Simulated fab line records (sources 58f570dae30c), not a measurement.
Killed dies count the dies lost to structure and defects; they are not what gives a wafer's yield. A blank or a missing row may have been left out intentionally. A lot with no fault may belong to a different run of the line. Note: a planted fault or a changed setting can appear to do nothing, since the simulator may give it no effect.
2 desks, one fault :: flow berkeley_cmos170 :: each desk holds nothing but its own numbers, with what lay behind them at the end

FROM THE METROLOGY DESK
What the gauges read, lot by lot, whatever tool the lot ran on: means of the sampled wafers that have a number. A lot is out of limits, marked OUT, if its mean lies more than 4 standard deviations from the usual mean; the brackets give that distance.
Columns: A = PFIELD_OVL at UCB170_PFIELD_OVL_MEAS_06, usual 0 nm; B = NLDD_OVL at UCB170_NLDD_OVL_MEAS_07, usual -4 nm; C = cd_nm at UCB170_NSD_CD_MEAS_06, usual 1200.8 nm; D = M1_AL_RS at UCB170_M1_RS_MEAS_01, usual 0.0467 ohm/sq; E = M1_AL_THK at UCB170_M1_THK_MEAS_02, usual 619 nm
lot: L584
first seen here: day 4 12:25
A: 1
B: -6
C: 1199.9
D: 0.0464
E: 620

lot: L583
first seen here: day 4 12:30
A: 3
B: -4
C: 1201.7
D: 0.0466
E: 621

lot: L588
first seen here: day 5 07:49
A: -0
B: -2
C: 1201.4
D: 0.0459
E: 628

lot: L589
first seen here: day 5 17:28
A: 5
B: -5
C: 1200.0
D: 0.0473
E: 607

lot: L591
first seen here: day 6 10:23
A: -3
B: 4
C: 1201.2
D: 0.0464
E: 625

lot: L592
first seen here: day 6 16:26
A: 3
B: -3
C: 1202.0
D: 0.0467
E: 620

lot: L594
first seen here: day 7 01:32
A: -4
B: -2
C: 1199.3
D: 0.0463
E: 626

lot: L595
first seen here: day 7 01:48
A: 3
B: -8
C: 1203.1
D: 0.0465
E: 621

lot: L597
first seen here: day 7 20:10
A: 4
B: -8
C: 1200.1
D: 0.0465
E: 617

lot: L596
first seen here: day 7 20:11
A: -4
B: 6
C: 1202.1
D: 0.1312 (+99 or more) OUT
E: 226 (-59) OUT

lot: L598
first seen here: day 7 20:26
A: 4
B: -4
C: 1198.4
D: 0.0459
E: 625

lot: L599
first seen here: day 8 02:29
A: -1
B: -4
C: 1200.4
D: 0.0468
E: 618

lot: L602
first seen here: day 8 15:43
A: 8
B: -12
C: 1202.7
D: 0.1303 (+99 or more) OUT
E: 227 (-59) OUT

lot: L600
first seen here: day 8 16:14
A: -1
B: -8
C: 1200.7
D: 0.0468
E: 617
Per this desk, out of limits: L596, L602; the first was L596, day 10 09:46 (M1_AL_RS at UCB170_M1_RS_MEAS_01). L584, L583, L588, L589, L591, L592, L594, L595, L597, L598, L599, L600 stayed within limits.

AT THE TOOL OWNER'S DESK: pvd_sputter-04
The tool's own readings at UCB170_M1_SPUTTER_00 (material Al, target thk 600 nm, time 80 s): means of the sampled wafers that have a number, for each lot that ran on this tool. A lot is out of limits, marked OUT, if its mean lies more than 4 standard deviations from the usual mean; the brackets give that distance.
Columns: A = throttle_valve_pct at UCB170_M1_SPUTTER_00, usual 29.7 %
lot: L583
first seen here: day 7 13:28
A: 28.6

lot: L588
first seen here: day 8 02:19
A: 29.1

lot: L595
first seen here: day 9 20:07
A: 29.0

lot: L597
first seen here: day 10 08:44
A: 29.2

lot: L596
first seen here: day 10 09:40
A: 28.3

lot: L602
first seen here: day 11 04:23
A: 28.8
This desk's finding: nothing out of limits on any of the 6 lots.

BROUGHT TOGETHER
Metrology desk: alarm possible at day 10 09:46 on L596, L602.
Nothing out of limits was seen by the tool owner's desk.
On record at the tool owner's desk: L596, L602, within its limits.
On pvd_sputter-04, each named lot ran UCB170_M1_SPUTTER_00.

WHAT THE SIMULATOR PUT IN
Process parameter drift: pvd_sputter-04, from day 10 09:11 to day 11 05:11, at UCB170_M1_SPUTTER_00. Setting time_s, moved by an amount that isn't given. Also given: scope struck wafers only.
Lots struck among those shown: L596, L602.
Time in hours between the start of the fault and the first out-of-limits reading at each desk: metrology desk, 1.
